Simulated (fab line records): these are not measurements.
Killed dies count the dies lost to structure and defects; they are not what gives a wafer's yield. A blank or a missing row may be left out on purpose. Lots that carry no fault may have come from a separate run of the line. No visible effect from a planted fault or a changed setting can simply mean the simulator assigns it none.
Matching of chambers || flow rit cmos || rie diel-03 running RIT_ACTIVE_ETCH_13: 4 sister chambers
The step etches Si3N4 in SF6, stops on SiO2, time 210 s, target depth 210 nm. 4 wafers are shown with their chamber, then 7 later ones without.

## WAFERS, EACH WITH ITS CHAMBER
{"wafer": "L848.1", "chamber": 0, "drypump motor current A (A)": 5.1}
{"wafer": "L852.5", "chamber": 1, "drypump motor current A (A)": 6.0}
{"wafer": "L852.6", "chamber": 3, "drypump motor current A (A)": 5.9}
{"wafer": "L853.4", "chamber": 2, "drypump motor current A (A)": 6.7}

## WAFERS WITH NO CHAMBER GIVEN
{"wafer": "L853.5", "drypump motor current A (A)": 6.1}
{"wafer": "L854.1", "drypump motor current A (A)": 5.1}
{"wafer": "L854.2", "drypump motor current A (A)": 6.0}
{"wafer": "L854.4", "drypump motor current A (A)": 5.9}
{"wafer": "L856.4", "drypump motor current A (A)": 5.9}
{"wafer": "L856.5", "drypump motor current A (A)": 6.0}
{"wafer": "L856.6", "drypump motor current A (A)": 6.7}

## CHAMBER TAKEN BY EACH
{"wafer": "L853.5", "from the rows above": 1, "in truth": 1}
{"wafer": "L854.1", "from the rows above": 0, "in truth": 0}
{"wafer": "L854.2", "from the rows above": 1, "in truth": 1}
{"wafer": "L854.4", "from the rows above": 3, "in truth": 3}
{"wafer": "L856.4", "from the rows above": 3, "in truth": 3}
{"wafer": "L856.5", "from the rows above": 1, "in truth": 1}
{"wafer": "L856.6", "from the rows above": 2, "in truth": 2}
7 of 7 placed correctly. Not placeable from these rows: 0. Number placed wrongly: 0.
How it was worked out, from the rows above alone: a wafer's distance from a chamber is the root of the sum, over the readings, of the square of ((its reading less the chamber's mean) divided by the reading's scatter). If the next closest chamber is less than 2 further off than the closest, the wafer can't be placed; otherwise it belongs to the closest. The mean given for a chamber averages the wafers shown for that chamber. The scatter (one wafer shown for each chamber): square how far every hidden wafer sits from the nearest shown wafer, average those squares and take the square root.
